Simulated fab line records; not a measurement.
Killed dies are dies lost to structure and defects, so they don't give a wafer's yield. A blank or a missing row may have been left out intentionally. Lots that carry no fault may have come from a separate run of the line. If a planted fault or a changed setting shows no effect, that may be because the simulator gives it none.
fab line records    flow ritCmos
record lots=6  wafers=18  lastDay=7
route steps=202 shown PRETRO@69 GATE@75 FOX2@80 M1@202
lots that met no fault: from a run of the same line without faults
startH: hours from the record's opening day to when the first of the lot's shown wafers began    waitH: hours elapsed since this lot's preceding step    " as in the row above    L1.1+2: one row covering several wafers at once    - no value, or no start was given    * or withheld: withheld    < > ~ a bound
route shown NAME@n: a module of which the file shows steps, and the number in the route of the first    usual: mean and standard deviation over wafers with no fault    same: alike in all rows    chamber/n: place in a boat    sites: readings site by site    _std_site: the values' standard deviation    _edge_site: inner sites' mean taken away from outer sites' mean    radiusMm: how far each site lies from the wafer's centre    mask NAME#n: copy n    behind: the most recent tool/chamber to have shaped the wafer    hold: what put the lot on hold/how long, in hours/how the hold closed    device: names the non-switching transistor (n, p or np)    end of line: tests run on the same wafers once the route is complete    a step with no rows: only its recipe    killed: dies lost to structure and defects at the first sort, not the wafer's yield    map: per-die view of a wafer (x killed, . not killed, _ where there is no die)
set.NAME: setting as actually run; set.NAME@STEP: the setting as run at that earlier step    model.NAME: the simulator's own value behind a step, which no gauge read
lots at some steps of the route; a table a step, a row a wafer
services: the hour from which a tool's chamber was out of use, counted from the record's first day as startH (under 0 if before that day), plus the number of hours and why
## steps
# step RIT_PRETRO_DEVELOP_05
# recipe resist=NOVOLAK  developTimeS=68  devTempC=23
# step RIT_PRETRO_OVL_MEAS_06
# usual PRETRO_OVL=0.8/1.6
lot.wafer  tool        chamber  startH  waitH  PRETRO_OVL[nm]
L757.3     overlay-02  -        53.81   -      -1.0
L757.4     "           -        "       "      -0.6
L757.5     "           -        "       "      -1.2
L759.2     overlay-01  -        62.67   -      -1.9
L759.4     "           -        "       "      -1.1
L759.5     "           -        "       "      -1.1
L767.1     overlay-01  -        106.05  -      1.1
L767.3     "           -        "       "      2.0
L767.4     "           -        "       "      0.0
L771.2     overlay-02  -        122.52  -      2.5
L771.4     "           -        "       "      0.9
L771.6     "           -        "       "      3.1
L770.1     overlay-02  -        126.16  -      2.4
L770.2     "           -        "       "      1.4
L770.5     "           -        "       "      2.2
L774.1     overlay-01  -        140.99  -      1.3
L774.2     "           -        "       "      2.2
L774.3     "           -        "       "      2.0
# step RIT_PRETRO_HARDBAKE_07
# recipe resist=NOVOLAK  tempC=140  timeS=120
# step RIT_PRETRO_IMPLANT_08
# recipe species=B  energyKev=45  doseCm2=1.2e+13  tiltDeg=7
# step RIT_PRETRO_STRIP_09
# recipe chemistry=O2  timeS=180  resist=NOVOLAK  platenTempC=withheld  powerW=500  pressureMtorr=4000  o2FlowSccm=4000
# usual drypumpMotorCurrentA=6.0/0.38
lot.wafer  tool            chamber  startH  waitH  drypumpMotorCurrentA  rfHoursCounterH
L757.3     plasmaAsher-04  0        54.29   0.1    6.3                   -
L757.4     "               1        "       "      6.7                   -
L757.5     "               1        "       "      6.6                   -
L759.2     plasmaAsher-03  1        63.10   0.1    5.7                   42
L759.4     "               0        "       "      6.0                   -
L759.5     "               1        "       "      5.7                   -
L767.1     plasmaAsher-01  0        106.48  0.1    5.6                   29
L767.3     "               0        "       "      5.6                   -
L767.4     "               1        "       "      5.6                   -
L771.2     plasmaAsher-01  0        122.95  0.1    5.6                   30
L771.4     "               1        "       "      5.6                   -
L771.6     "               1        "       "      5.6                   -
L770.1     plasmaAsher-04  1        126.60  0.1    6.7                   49
L770.2     "               0        "       "      6.3                   49
L770.5     "               1        "       "      6.6                   -
L774.1     plasmaAsher-03  0        141.43  0.1    6.0                   50
L774.2     "               1        "       "      5.7                   50
L774.3     "               0        "       "      6.0                   -
# step RIT_PRETRO_TW_MEAS_10
# usual PRETRO_TW=477/3.2
lot.wafer  tool          chamber  startH  waitH  PRETRO_TW
L757.3     filmMetro-03  -        54.43   0.1    481
L757.4     "             -        "       "      481
L757.5     "             -        "       "      479
L759.2     filmMetro-04  -        63.28   0.1    479
L759.4     "             -        "       "      478
L759.5     "             -        "       "      475
L767.1     filmMetro-03  -        106.66  0.1    483
L767.3     "             -        "       "      484
L767.4     "             -        "       "      481
L771.2     filmMetro-03  -        123.14  0.1    477
L771.4     "             -        "       "      478
L771.6     "             -        "       "      477
L770.1     filmMetro-04  -        126.77  0.1    476
L770.2     "             -        "       "      477
L770.5     "             -        "       "      474
L774.1     filmMetro-04  -        141.61  0.1    475
L774.2     "             -        "       "      477
L774.3     "             -        "       "      477
# step RIT_GATE_WET_ETCH_00
# recipe chemistry=BOE  target=SiO2  targetDepthNm=56  timeS=60  dry=n2Spin  dilution=10:1  tempC=21.5
# step RIT_GATE_CLEAN_01
# recipe chemistry=SC1  mix=3:3:50  timeS=600  tempC=75
# step RIT_GATE_CLEAN_02
# recipe chemistry=dHF  dilution=50:1  timeS=30
# step RIT_GATE_CLEAN_03
# recipe chemistry=SC2  mix=3:3:50  timeS=600  tempC=75  dry=n2Spin
# step RIT_GATE_CLEAN_04
# recipe chemistry=dHF  dilution=50:1  timeS=60  dry=n2Spin
# step RIT_FOX2_THK_MEAS_91
# recipe reads=SiO2_of_FOX2_OXIDATION_00
# usual FIELD_OXIDE_LEFT_2_THK=257/5.9
lot.wafer  tool          chamber  startH  waitH  FIELD_OXIDE_LEFT_2_THK[nm]
L757.3     filmMetro-02  -        54.91   0.0    247
L757.4     "             -        "       "      246
L757.5     "             -        "       "      258
L759.2     filmMetro-04  -        63.76   0.0    246
L759.4     "             -        "       "      251
L759.5     "             -        "       "      245
L767.1     filmMetro-02  -        107.13  0.0    253
L767.3     "             -        "       "      258
L767.4     "             -        "       "      256
L771.2     filmMetro-02  -        123.62  0.0    248
L771.4     "             -        "       "      254
L771.6     "             -        "       "      252
L770.1     filmMetro-01  -        127.26  0.0    256
L770.2     "             -        "       "      257
L770.5     "             -        "       "      261
L774.1     filmMetro-01  -        142.08  0.0    259
L774.2     "             -        "       "      254
L774.3     "             -        "       "      261
# step RIT_GATE_OXIDATION_05
# recipe tempC=900  ambient=O2  targetThkA=30  oxTimeS=270
# usual spikeTcCentreC=901.9/1.6  spikeTcSourceC=922.5/2.1  tubeCenterTempC=900/0.083  tube_center_temp_C_max=902.4/0.4
lot.wafer  tool        chamber  startH  waitH  spikeTcCentreC  spikeTcSourceC  tubeCenterTempC  tube_center_temp_C_max  model.SiO2_of_GATE_OXIDATION_05.thkNm
L757.3     furnace-04  0        57.00   2.1    900.1           921.5           900.02           902.2                   3.003
L757.4     "           0        "       "      901.3           919.9           900              902.1                   3.041
L757.5     "           0        "       "      899.4           920.7           899.85           902.0                   3.01
L759.2     furnace-01  0        63.81   0.0    900.9           923.7           899.97           901.9                   2.896
L759.4     "           0        "       "      899.4           923.2           899.85           902.0                   2.907
L759.5     "           0        "       "      901.7           924.0           899.89           902.3                   2.862
L767.1     furnace-04  0        107.19  0.1    894.9           915.9           895.06           897.9                   2.87
L767.3     "           0        "       "      893.9           914.9           895.06           897.5                   2.922
L767.4     "           0        "       "      897.2           913.9           895.14           897.4                   2.878
L771.2     furnace-03  0        123.67  0.0    903.6           922.0           900.12           901.7                   3.01
L771.4     "           0        "       "      902.8           921.9           900.03           902.6                   3.012
L771.6     "           0        "       "      904.8           924.9           899.93           903.0                   3.017
L770.1     furnace-04  0        130.03  2.8    896.4           915.4           895              897.0                   2.847
L770.2     "           0        "       "      894.6           913.7           894.82           897.2                   2.796
L770.5     "           0        "       "      896.0           916.4           894.95           897.7                   2.816
L774.1     furnace-03  0        143.74  1.6    903.1           923.4           900.1            902.4                   3.019
L774.2     "           0        "       "      903.3           924.3           900              902.2                   3.014
L774.3     "           0        "       "      903.6           924.6           900.06           902.9                   3.004
# step RIT_GATE_ANNEAL_06
# recipe tempC=900  timeS=600  ambient=N2O
# step RIT_M1_PROBE_99
# usual killedAtContacts=0.1/0.23  killedAtFrontEnd=7/3.1  killedDies=7/3.1  killedOpen=3.3/2  killedShort=3.6/1.9
# same grossDies=264  killed_at_M0_to_M3=0  killed_at_M4_up=0  killedAtBackSide=0  killedAtOther=0
lot.wafer  tool       chamber  startH  waitH  killedAtContacts  killedAtFrontEnd  killedDies  killedOpen  killedShort  model.etest.pmos_0p3.rOnOhmUm  model.etest.nmos_0p3.rOnOhmUm  model.etest.nmos_0p15.driveUaUm  model.etest.nmosNarrow.driveUaUm  model.etest.nmos_0p3.driveUaUm  model.etest.pmos_0p15.driveUaUm  model.etest.pmos_0p3.driveUaUm  model.etest.pmosNarrow.driveUaUm
L757.3     prober-02  -        84.62   0.2    0                 3                 3           1           2            6229                           2148                           456.9                            225.6                             226.7                           251.2                            102.3                           103.2
L757.4     prober-02  -        84.67   0.2    0                 7                 7           2           5            6436                           2173                           455.8                            222.6                             223.2                           246.6                            99                              99.7
L757.5     prober-02  -        84.72   0.2    0                 5                 5           2           3            6344                           2185                           461.2                            227.3                             228.4                           250.6                            100.5                           101.2
L759.2     prober-02  -        88.11   0.1    0                 9                 9           5           4            5951                           2061                           502.8                            251.8                             243.8                           280.6                            109.7                           113.6
L759.4     prober-02  -        88.21   0.2    0                 12                12          7           5            5916                           2058                           505.9                            247.7                             240.2                           281.2                            108.9                           112.7
L759.5     prober-02  -        88.26   0.2    0                 7                 7           3           4            5996                           2073                           504.7                            253.6                             245.2                           275.4                            108.2                           114.5
L767.1     prober-02  -        133.62  0.1    0                 3                 3           1           2            6115                           2112                           469.4                            235.9                             238.2                           259.1                            107.5                           106.7
L767.3     prober-02  -        133.72  0.2    0                 7                 7           4           3            6075                           2113                           472.1                            235.9                             233.1                           263                              105.8                           105.6
L767.4     prober-02  -        133.77  0.2    0                 7                 7           2           5            5997                           2058                           484.9                            238.4                             237.7                           269.4                            108.1                           107.5
L771.2     prober-01  -        150.45  0.1    0                 7                 7           4           3            6200                           2155                           474.8                            226.5                             224.7                           267.8                            102.6                           103.6
L771.4     prober-01  -        150.55  0.2    1                 5                 6           5           1            6166                           2136                           476.3                            225.7                             224.9                           267.6                            103.2                           104.5
L771.6     prober-01  -        150.65  0.2    0                 7                 7           4           3            6128                           2132                           468.4                            226.2                             223.2                           265.9                            102.6                           104.4
L770.1     prober-02  -        157.24  0.1    0                 6                 6           1           5            6015                           2088                           501.9                            244.5                             242.5                           275.2                            107.4                           109.5
L770.2     prober-02  -        157.29  0.1    0                 7                 7           2           5            5997                           2068                           503.3                            248.5                             248.1                           272.8                            109.8                           111.2
L770.5     prober-02  -        157.44  0.2    0                 5                 5           3           2            5996                           2070                           489                              244.3                             240.4                           267.7                            107.6                           110.6
L774.1     prober-01  -        172.97  0.1    0                 7                 7           3           4            6374                           2128                           473.3                            227.8                             223.2                           251.5                            99.2                            101.1
L774.2     prober-01  -        173.02  0.1    0                 9                 9           5           4            6516                           2197                           462.5                            227.5                             225                             242.3                            97.63                           99.94
L774.3     prober-01  -        173.07  0.2    1                 4                 5           4           1            6422                           2152                           472.4                            228.3                             225.7                           250.7                            99.37                           101.7
# killed by level:class
L757.3 FOX1:geometricParticle:open=1 FOX1:geometricParticle:short=1 GATE:geometricParticle:short=1
L757.4 FOX2:geometricParticle:short=2 GATE:geometricParticle:short=2 GATE:geometricParticle:open=1 REOX:geometricParticle:open=1 SILICIDE:geometricParticle:short=1
L757.5 GATE:geometricParticle:short=2 FOX1:geometricParticle:short=1 REOX:geometricParticle:open=1 SPACER:geometricParticle:open=1
L759.2 GATE:geometricParticle:open=2 GATE:geometricParticle:short=2 SPACER:geometricParticle:open=2 FOX1:geometricParticle:short=1 FOX1:geometricParticle:open=1 SPACER:geometricParticle:short=1
L759.4 SPACER:geometricParticle:open=3 FOX2:geometricParticle:open=2 GATE:geometricParticle:open=2 SPACER:geometricParticle:short=2 FOX1:geometricParticle:short=1 FOX2:geometricParticle:short=1 GATE:geometricParticle:short=1
L759.5 GATE:geometricParticle:open=2 SPACER:geometricParticle:short=2 FOX2:geometricParticle:open=1 GATE:geometricParticle:short=1 SILICIDE:geometricParticle:short=1
L767.1 FOX2:geometricParticle:short=1 SPACER:geometricParticle:short=1 SILICIDE:geometricParticle:open=1
L767.3 GATE:geometricParticle:short=2 FOX1:geometricParticle:open=1 GATE:geometricParticle:open=1 SPACER:geometricParticle:short=1 SPACER:geometricParticle:open=1 SILICIDE:geometricParticle:open=1
L767.4 GATE:geometricParticle:short=2 SILICIDE:geometricParticle:short=2 FOX1:geometricParticle:open=1 GATE:geometricParticle:open=1 SPACER:geometricParticle:short=1
L771.2 GATE:geometricParticle:short=2 GATE:geometricParticle:open=2 SPACER:geometricParticle:open=1 SPACER:geometricParticle:short=1 SILICIDE:geometricParticle:open=1
L771.4 GATE:geometricParticle:open=4 SPACER:geometricParticle:open=1 CONTACT:geometricParticle:short=1
L771.6 GATE:geometricParticle:open=3 SPACER:geometricParticle:short=2 GATE:geometricParticle:short=1 SPACER:geometricParticle:open=1
L770.1 GATE:geometricParticle:short=3 FOX1:geometricParticle:short=2 GATE:geometricParticle:open=1
L770.2 GATE:geometricParticle:short=2 FOX1:geometricParticle:open=1 FOX2:geometricParticle:short=1 GATE:geometricParticle:open=1 REOX:geometricParticle:short=1 SPACER:geometricParticle:short=1
L770.5 FOX1:geometricParticle:short=2 REOX:geometricParticle:open=2 FOX2:geometricParticle:open=1
L774.1 REOX:geometricParticle:short=3 GATE:geometricParticle:open=2 FOX1:geometricParticle:short=1 FOX2:geometricParticle:open=1
L774.2 GATE:geometricParticle:open=4 FOX1:geometricParticle:short=1 FOX2:geometricParticle:short=1 REOX:geometricParticle:short=1 SPACER:geometricParticle:open=1 SILICIDE:geometricParticle:short=1
L774.3 GATE:geometricParticle:open=3 GATE:geometricParticle:short=1 CONTACT:geometricParticle:open=1
## services
tool            chamber  startH  hours  kind
plasmaAsher-01  -        50.84   2.4    repair
furnace-01      -        55.74   4.0    pm
plasmaAsher-04  -        82.67   4.3    pm
furnace-04      -        89.52   10.4   pm
plasmaAsher-03  -        92.75   3.4    repair
plasmaAsher-04  -        100.14  10.0   pm
plasmaAsher-01  -        102.78  0.8    repair
## key
firstSign step=RIT_GATE_OXIDATION_05  reading=tubeCenterTempC  direction=down  sigmas=56  usual=*  struck=*
effect step=RIT_GATE_OXIDATION_05  reading=tube_center_temp_C_max  direction=down  sigmas=12  usual=*  struck=*
modelEffect step=RIT_GATE_OXIDATION_05  value=SiO2_of_GATE_OXIDATION_05.thkNm  without=3.035  struck=2.855
modelEffect step=RIT_M1_PROBE_99  value=etest.pmos_0p3.rOnOhmUm  without=6337  struck=6033
metAt RIT_GATE_OXIDATION_05
struckWafers L767.1,L767.3,L767.4,L770.1,L770.2,L770.5
testerLeftOut L767,L770
onsetBetween 57.00 107.19
fault kind=processParameterDrift  tool=furnace-04  chamber=-  onsetH=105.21  steps=RIT_GATE_OXIDATION_05  channel=tempC  offset=*  shape=step  endH=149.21  actsIn=*  stated=*
# testerLeftOut: of these lots the tester's yield and bins aren't shown, on N5 and GAA mostly nor the transistor test; their killed dies are dies lost to structure and defects alone, not to doping, threshold or leakage, so they don't give the yield
